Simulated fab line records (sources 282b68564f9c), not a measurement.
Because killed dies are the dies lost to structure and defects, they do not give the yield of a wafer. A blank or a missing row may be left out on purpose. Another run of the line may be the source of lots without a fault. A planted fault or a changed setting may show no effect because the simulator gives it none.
Split-lot study :: flow ritCmos :: 5 lots, 23 wafers read, on a route of 202 steps

ON THE SPLIT
At RIT_PRETRO_IMPLANT_08, the setting doseCm2 was moved away from the recipe's 1.2e+13 on 9 of the 23 wafers read, by -6.8% to -2.4%. All remaining wafers had this setting at the recipe value.

FROM THE SPLIT ON TO THE READING: in between, the file shows 1 step
- RIT_PRETRO_STRIP_09: strips in O2, time 180 s

THE READING
PRETRO_TW, at RIT_PRETRO_TW_MEAS_10. A value of 474 with a standard deviation of 3.5 is what fault-free wafers of this fab line usually give.

wafer: L078.1
tool, chamber at the split: implanter-02, 0
doseCm2 as run: 1.2e+13
against the recipe: recipe
PRETRO_TW: 479
against lot-mates on the recipe: -

wafer: L078.2
tool, chamber at the split: implanter-02, 0
doseCm2 as run: 1.2e+13
against the recipe: recipe
PRETRO_TW: 481
against lot-mates on the recipe: -

wafer: L078.5
tool, chamber at the split: implanter-02, 0
doseCm2 as run: 1.2e+13
against the recipe: recipe
PRETRO_TW: 483
against lot-mates on the recipe: -

wafer: L079.1
tool, chamber at the split: implanter-02, 0
doseCm2 as run: 1.2e+13
against the recipe: recipe
PRETRO_TW: 470
against lot-mates on the recipe: -

wafer: L079.2
tool, chamber at the split: implanter-02, 0
doseCm2 as run: 1.2e+13
against the recipe: recipe
PRETRO_TW: 468
against lot-mates on the recipe: -

wafer: L079.3
tool, chamber at the split: implanter-02, 0
doseCm2 as run: 1.2e+13
against the recipe: recipe
PRETRO_TW: 472
against lot-mates on the recipe: -

wafer: L079.5
tool, chamber at the split: implanter-02, 0
doseCm2 as run: 1.119e+13
against the recipe: -6.8%
PRETRO_TW: 459
against lot-mates on the recipe: -11

wafer: L079.6
tool, chamber at the split: implanter-02, 0
doseCm2 as run: 1.119e+13
against the recipe: -6.8%
PRETRO_TW: 461
against lot-mates on the recipe: -9

wafer: L080.1
tool, chamber at the split: implanter-02, 0
doseCm2 as run: 1.12e+13
against the recipe: -6.7%
PRETRO_TW: 467
against lot-mates on the recipe: -9

wafer: L080.2
tool, chamber at the split: implanter-02, 0
doseCm2 as run: 1.12e+13
against the recipe: -6.7%
PRETRO_TW: 464
against lot-mates on the recipe: -12

wafer: L080.3
tool, chamber at the split: implanter-02, 0
doseCm2 as run: 1.2e+13
against the recipe: recipe
PRETRO_TW: 476
against lot-mates on the recipe: -

wafer: L080.4
tool, chamber at the split: implanter-02, 0
doseCm2 as run: 1.2e+13
against the recipe: recipe
PRETRO_TW: 478
against lot-mates on the recipe: -

wafer: L080.5
tool, chamber at the split: implanter-02, 0
doseCm2 as run: 1.2e+13
against the recipe: recipe
PRETRO_TW: 475
against lot-mates on the recipe: -

wafer: L084.1
tool, chamber at the split: implanter-04, 0
doseCm2 as run: 1.2e+13
against the recipe: recipe
PRETRO_TW: 472
against lot-mates on the recipe: -

wafer: L084.2
tool, chamber at the split: implanter-04, 0
doseCm2 as run: 1.2e+13
against the recipe: recipe
PRETRO_TW: 471
against lot-mates on the recipe: -

wafer: L084.3
tool, chamber at the split: implanter-04, 0
doseCm2 as run: 1.2e+13
against the recipe: recipe
PRETRO_TW: 471
against lot-mates on the recipe: -

wafer: L084.5
tool, chamber at the split: implanter-04, 0
doseCm2 as run: 1.171e+13
against the recipe: -2.4%
PRETRO_TW: 469
against lot-mates on the recipe: -2

wafer: L084.6
tool, chamber at the split: implanter-04, 0
doseCm2 as run: 1.171e+13
against the recipe: -2.4%
PRETRO_TW: 470
against lot-mates on the recipe: -1

wafer: L085.2
tool, chamber at the split: implanter-04, 0
doseCm2 as run: 1.121e+13
against the recipe: -6.6%
PRETRO_TW: 462
against lot-mates on the recipe: -10

wafer: L085.3
tool, chamber at the split: implanter-04, 0
doseCm2 as run: 1.121e+13
against the recipe: -6.6%
PRETRO_TW: 461
against lot-mates on the recipe: -12

wafer: L085.4
tool, chamber at the split: implanter-04, 0
doseCm2 as run: 1.2e+13
against the recipe: recipe
PRETRO_TW: 474
against lot-mates on the recipe: -

wafer: L085.5
tool, chamber at the split: implanter-04, 0
doseCm2 as run: 1.121e+13
against the recipe: -6.6%
PRETRO_TW: 465
against lot-mates on the recipe: -8

wafer: L085.6
tool, chamber at the split: implanter-04, 0
doseCm2 as run: 1.2e+13
against the recipe: recipe
PRETRO_TW: 471
against lot-mates on the recipe: -

FIT RESULTS
A straight line over all 23 wafers: PRETRO_TW changes by +1.75 for each +1% of doseCm2; r = +0.82; the points scatter about the line by 3.8.
The same after taking each lot's own level away (the mean of its wafers on the recipe; 23 wafers): +1.52 for each +1%; r = +0.95; scatter 1.5.
Per that fit: largest doseCm2 move, reading shift of 10.
The span of the lots' own levels, 470.0 to 481.0, comes to 3.1 times the standard deviation stated above.
So the slope is not independent of the lot-to-lot level: the two fits are not the same.
Check: -9.99 against its lot-mates is what the line predicts for one of the wafers moved furthest among these (-6.8%) when that wafer is left out of the fit. It came out at -11 against them.

THESE WAFERS: OTHER SPLITS
These wafers also went through other splits before the reading. Each is held against what the fit with the lots' levels taken away leaves over:
other split on the same wafers: RIT_ACTIVE_OXIDATION_01 tempC
wafers away from the commonest value: 18
r with PRETRO_TW (lot level and that fit taken away): -0.18

other split on the same wafers: RIT_ACTIVE_EXPOSE_08 doseMj
wafers away from the commonest value: 8
r with PRETRO_TW (lot level and that fit taken away): +0.14

other split on the same wafers: RIT_ACTIVE_DEVELOP_10 developTimeS
wafers away from the commonest value: 10
r with PRETRO_TW (lot level and that fit taken away): +0.18

other split on the same wafers: RIT_NRETRO_COAT_01 resistThkNm
wafers away from the commonest value: 5
r with PRETRO_TW (lot level and that fit taken away): -0.11

other split on the same wafers: RIT_NRETRO_IMPLANT_08 doseCm2
wafers away from the commonest value: 12
r with PRETRO_TW (lot level and that fit taken away): +0.23

THE FILE'S OWN FIT
PRETRO_TW changes by +1.5 for each +1% of doseCm2, r = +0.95.
